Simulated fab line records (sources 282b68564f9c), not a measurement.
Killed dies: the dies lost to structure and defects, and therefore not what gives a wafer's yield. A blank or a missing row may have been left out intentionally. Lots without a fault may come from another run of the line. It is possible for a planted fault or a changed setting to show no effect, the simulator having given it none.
fab line records ; flow rit_cmos
[record] lots = 14; wafers = 42; last_day = 7
route steps=202 shown M1@184
lots that met no fault: from a run of the same line without faults
start_h: hours from the record's first day to the start of the lot's first wafer shown ; wait_h: hours from the lot's prior step to this one ; " same as the row above ; L1.1+2: one row covering several wafers at once ; - either no value or no given start ; * or withheld: withheld ; < > ~ a bound
route shown NAME@n: a module of which the file shows steps, and the number in the route of the first ; usual: mean/standard deviation of fault-free wafers ; same: alike in all rows ; chamber/n: place in a boat ; sites: the reading at each site ; _std_site: their standard deviation ; _edge_site: the outer-site mean with the inner-site mean subtracted ; radius_mm: for every site, how far away it sits from the centre of the wafer ; mask NAME#n: copy n ; behind: the last tool/chamber to shape the wafer ; hold: cause of the lot's hold/its duration in hours/its outcome ; device: the transistor (n, p or np) that didn't switch ; end of line: tests of these same wafers at the route's end ; for a step that has no rows: nothing shown but its recipe ; killed: the dies lost at the first sort to structure and to defects; this is not the yield of the wafer ; map: per-die view of a wafer (x killed, . not killed, _ where there is no die)
set.NAME: the setting that was run; set.NAME@STEP: the one run at that earlier step ; model.NAME: the simulator's own value behind a step, which no gauge read
route steps across a sampled set of lots; one table per step, one row per wafer
services: when a tool's chamber went out of use (start_h, in hours from the record's first day, below 0 if earlier), for how many hours, and the reason
[[steps]]
[step RIT_M1_SPUTTER_00]
[recipe] material = Al; target_thk_nm = 400; power_w = 2000; chamber_pressure_pa = 0.4; gas = Ar; time_s = 500; substrate_temp_c = 25
[usual] chamber_pressure_pa = 0.4000/0.00076; substrate_temp_c = 25.01/0.1; throttle_valve_pct = 30.1/0.83
lot.wafer;tool;chamber;start_h;wait_h;chamber_pressure_pa;substrate_temp_c;throttle_valve_pct
L247.1;pvd_sputter-01;-;65.98;0.0;0.3984;24.89;31.5
L247.3;pvd_sputter-01;-;65.98;0.0;0.4002;25.00;29.5
L247.4;pvd_sputter-01;-;65.98;0.0;0.4020;25.01;30.1
L249.3;pvd_sputter-02;-;69.94;0.0;0.3999;25.06;30.7
L249.5;pvd_sputter-02;-;69.94;0.0;0.3998;25.09;30.4
L249.6;pvd_sputter-02;-;69.94;0.0;0.4002;25.26;29.3
L248.1;pvd_sputter-01;-;71.87;0.0;0.4003;25.09;29.9
L248.2;pvd_sputter-01;-;71.87;0.0;0.3992;25.05;31.4
L248.3;pvd_sputter-01;-;71.87;0.0;0.3985;25.10;29.9
L250.1;pvd_sputter-04;-;76.83;0.0;0.3997;25.11;29.3
L250.2;pvd_sputter-04;-;76.83;0.0;0.4004;25.13;29.9
L250.3;pvd_sputter-04;-;76.83;0.0;0.3991;25.02;28.2
L251.2;pvd_sputter-02;-;81.34;0.0;0.3996;24.96;31.1
L251.3;pvd_sputter-02;-;81.34;0.0;0.4004;24.98;29.3
L251.6;pvd_sputter-02;-;81.34;0.0;0.3993;24.85;29.9
L255.1;pvd_sputter-02;-;99.39;0.0;0.3855;25.04;31.2
L255.3;pvd_sputter-02;-;99.39;0.0;0.3836;24.81;30.0
L255.5;pvd_sputter-02;-;99.39;0.0;0.3853;25.02;31.6
L257.2;pvd_sputter-01;-;107.74;0.0;0.4003;24.99;31.6
L257.3;pvd_sputter-01;-;107.74;0.0;0.4012;25.01;29.6
L257.4;pvd_sputter-01;-;107.74;0.0;0.4006;25.03;30.2
L256.1;pvd_sputter-02;-;109.97;0.0;0.3856;24.80;29.9
L256.4;pvd_sputter-02;-;109.97;0.0;0.3862;25.05;31.4
L256.6;pvd_sputter-02;-;109.97;0.0;0.3859;25.12;31.1
L264.4;pvd_sputter-01;-;138.76;0.0;0.3987;25.06;31.4
L264.5;pvd_sputter-01;-;138.76;0.0;0.4013;24.87;29.5
L264.6;pvd_sputter-01;-;138.76;0.0;0.4001;25.10;29.7
L265.1;pvd_sputter-04;-;149.06;0.0;0.4018;25.05;30.0
L265.2;pvd_sputter-04;-;149.06;0.0;0.4006;24.96;30.9
L265.6;pvd_sputter-04;-;149.06;0.0;0.4010;25.19;29.8
L267.2;pvd_sputter-04;-;157.11;0.0;0.4004;25.08;28.2
L267.4;pvd_sputter-04;-;157.11;0.0;0.3993;24.92;30.8
L267.6;pvd_sputter-04;-;157.11;0.0;0.3992;24.97;30.8
L268.3;pvd_sputter-01;-;163.10;0.0;0.4017;25.01;29.6
L268.4;pvd_sputter-01;-;163.10;0.0;0.3999;24.92;29.5
L268.5;pvd_sputter-01;-;163.10;0.0;0.4000;24.90;29.7
L269.1;pvd_sputter-04;-;168.63;0.0;0.4014;25.04;29.8
L269.4;pvd_sputter-04;-;168.63;0.0;0.4004;25.04;31.0
L269.6;pvd_sputter-04;-;168.63;0.0;0.3994;24.98;31.0
L270.1;pvd_sputter-01;-;173.55;0.0;0.4008;24.94;29.7
L270.2;pvd_sputter-01;-;173.55;0.0;0.4004;24.94;29.9
L270.6;pvd_sputter-01;-;173.55;0.0;0.3996;24.96;29.5
[step RIT_M1_PROBE_99]
[usual] defect_limited_yield = 97.5/1.2; killed_at_contacts = 0.0/0.18; killed_at_front_end = 7/3; killed_dies = 7/3; killed_open = 3.6/1.9; killed_short = 3.2/1.8; sort_bin_3_pad_short = 0.1/0.22; sort_bin_5_function = 1.4/0.77; sort_bin_6_memory = 1.0/0.63; sort_n_pass = 257/3; sort_yield_pct = 97.5/1.2
[same] gross_dies = 264; killed_at_M0_to_M3 = 0; killed_at_M4_up = 0; killed_at_back_side = 0; killed_at_other = 0
lot.wafer;tool;chamber;start_h;wait_h;defect_limited_yield[%];killed_at_contacts;killed_at_front_end;killed_dies;killed_open;killed_short;sort_bin_3_pad_short[%];sort_bin_5_function[%];sort_bin_6_memory[%];sort_n_pass;sort_yield_pct[%]
L247.1;prober-02;-;70.17;0.1;94.3;0;15;15;9;6;0.8;1.9;3.0;249;94.3
L247.3;prober-02;-;70.27;0.2;96.6;0;9;9;4;5;0;1.9;1.5;255;96.6
L247.4;prober-02;-;70.32;0.2;98.9;0;3;3;1;2;0;0.4;0.8;261;98.9
L249.3;prober-01;-;74.23;0.2;99.2;0;2;2;1;1;0;0.8;0;262;99.2
L249.5;prober-01;-;74.33;0.2;98.1;0;5;5;3;2;0.4;1.1;0.4;259;98.1
L249.6;prober-01;-;74.38;0.2;98.5;0;4;4;3;1;0;1.1;0.4;260;98.5
L248.1;prober-02;-;75.88;0.1;96.2;0;10;10;6;4;0;1.5;2.3;254;96.2
L248.2;prober-02;-;75.93;0.1;97.7;0;6;6;4;2;0;1.1;1.1;258;97.7
L248.3;prober-02;-;75.98;0.2;95.1;0;13;13;7;6;0;3.0;1.9;251;95.1
L255.1;prober-02;-;103.58;0.1;99.2;0;2;2;2;0;0;0.4;0.4;262;99.2
L255.3;prober-02;-;103.68;0.2;97.0;0;8;8;4;4;0;0.8;2.3;256;97.0
L255.5;prober-02;-;103.78;0.2;98.1;0;5;5;2;3;0;1.5;0.4;259;98.1
L257.2;prober-01;-;112.06;0.1;98.1;0;5;5;1;4;0;1.1;0.8;259;98.1
L257.3;prober-01;-;112.11;0.2;98.1;0;5;5;4;1;0;1.5;0.4;259;98.1
L257.4;prober-01;-;112.16;0.2;98.9;0;3;3;0;3;0;0.8;0.4;261;98.9
L256.1;prober-02;-;114.05;0.1;97.0;0;8;8;4;4;0.8;1.1;1.1;256;97.0
L256.4;prober-02;-;114.20;0.2;94.7;0;14;14;5;9;0.8;3.0;1.5;250;94.7
L256.6;prober-02;-;114.30;0.2;94.3;1;14;15;9;6;0;3.8;1.9;249;94.3
// killed by level:class
L247.1 GATE:geometric_particle:open=3 SILICIDE:geometric_particle:short=3 GATE:geometric_particle:short=2 REOX:geometric_particle:open=2 SILICIDE:geometric_particle:open=2 FOX2:geometric_particle:open=1 REOX:geometric_particle:short=1 SPACER:geometric_particle:open=1
L247.3 GATE:geometric_particle:open=4 REOX:geometric_particle:short=2 FOX1:geometric_particle:short=1 GATE:geometric_particle:short=1 SILICIDE:geometric_particle:short=1
L247.4 SILICIDE:geometric_particle:short=2 GATE:geometric_particle:open=1
L249.3 REOX:geometric_particle:short=1 SPACER:geometric_particle:open=1
L249.5 FOX2:geometric_particle:open=1 GATE:geometric_particle:short=1 GATE:geometric_particle:open=1 SPACER:geometric_particle:open=1 SPACER:geometric_particle:short=1
L249.6 REOX:geometric_particle:open=2 FOX2:geometric_particle:open=1 SPACER:geometric_particle:short=1
L248.1 REOX:geometric_particle:short=2 REOX:geometric_particle:open=2 SPACER:geometric_particle:open=2 FOX2:geometric_particle:open=1 GATE:geometric_particle:open=1 SPACER:geometric_particle:short=1 SILICIDE:geometric_particle:short=1
L248.2 GATE:geometric_particle:short=2 SPACER:geometric_particle:open=2 GATE:geometric_particle:open=1 REOX:geometric_particle:open=1
L248.3 GATE:geometric_particle:short=4 GATE:geometric_particle:open=2 REOX:geometric_particle:short=2 REOX:geometric_particle:open=2 FOX1:geometric_particle:open=1 SPACER:geometric_particle:open=1 SILICIDE:geometric_particle:open=1
L255.1 GATE:geometric_particle:open=1 SILICIDE:geometric_particle:open=1
L255.3 GATE:geometric_particle:open=2 SILICIDE:geometric_particle:short=2 FOX1:geometric_particle:short=1 REOX:geometric_particle:open=1 REOX:geometric_particle:short=1 SILICIDE:geometric_particle:open=1
L255.5 FOX1:geometric_particle:open=1 FOX1:geometric_particle:short=1 GATE:geometric_particle:short=1 SPACER:geometric_particle:open=1 SILICIDE:geometric_particle:short=1
L257.2 GATE:geometric_particle:short=3 FOX1:geometric_particle:short=1 REOX:geometric_particle:open=1
L257.3 GATE:geometric_particle:open=3 GATE:geometric_particle:short=1 SPACER:geometric_particle:open=1
L257.4 GATE:geometric_particle:short=3
L256.1 FOX1:geometric_particle:open=2 GATE:geometric_particle:short=2 SPACER:geometric_particle:short=2 FOX2:geometric_particle:open=1 GATE:geometric_particle:open=1
L256.4 GATE:geometric_particle:short=4 GATE:geometric_particle:open=2 SPACER:geometric_particle:short=2 FOX1:geometric_particle:open=1 FOX1:geometric_particle:short=1 FOX2:geometric_particle:short=1 REOX:geometric_particle:open=1 SILICIDE:geometric_particle:short=1
L256.6 GATE:geometric_particle:open=4 GATE:geometric_particle:short=3 FOX2:geometric_particle:open=2 REOX:geometric_particle:open=1 SPACER:geometric_particle:open=1 SPACER:geometric_particle:short=1 SILICIDE:geometric_particle:open=1 SILICIDE:geometric_particle:short=1
[[services]]
tool;chamber;start_h;hours;kind
pvd_sputter-02;-;74.09;4.8;repair
[[key]]
[first_sign] step = RIT_M1_SPUTTER_00; reading = chamber_pressure_pa; direction = down; sigmas = 19; usual = 0.4000; struck = 0.3854
effect none on later readings
met_at RIT_M1_SPUTTER_00
struck_lots L255,L256
onset_between 81.34 99.39
[fault] kind = process_parameter_drift; tool = pvd_sputter-02; chamber = -; onset_h = 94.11; steps = RIT_M1_SPUTTER_00; channel = chamber_pressure_pa; offset = -0.014392; shape = step; end_h = 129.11; acts_in = these_recipes_only; stated = 0.4
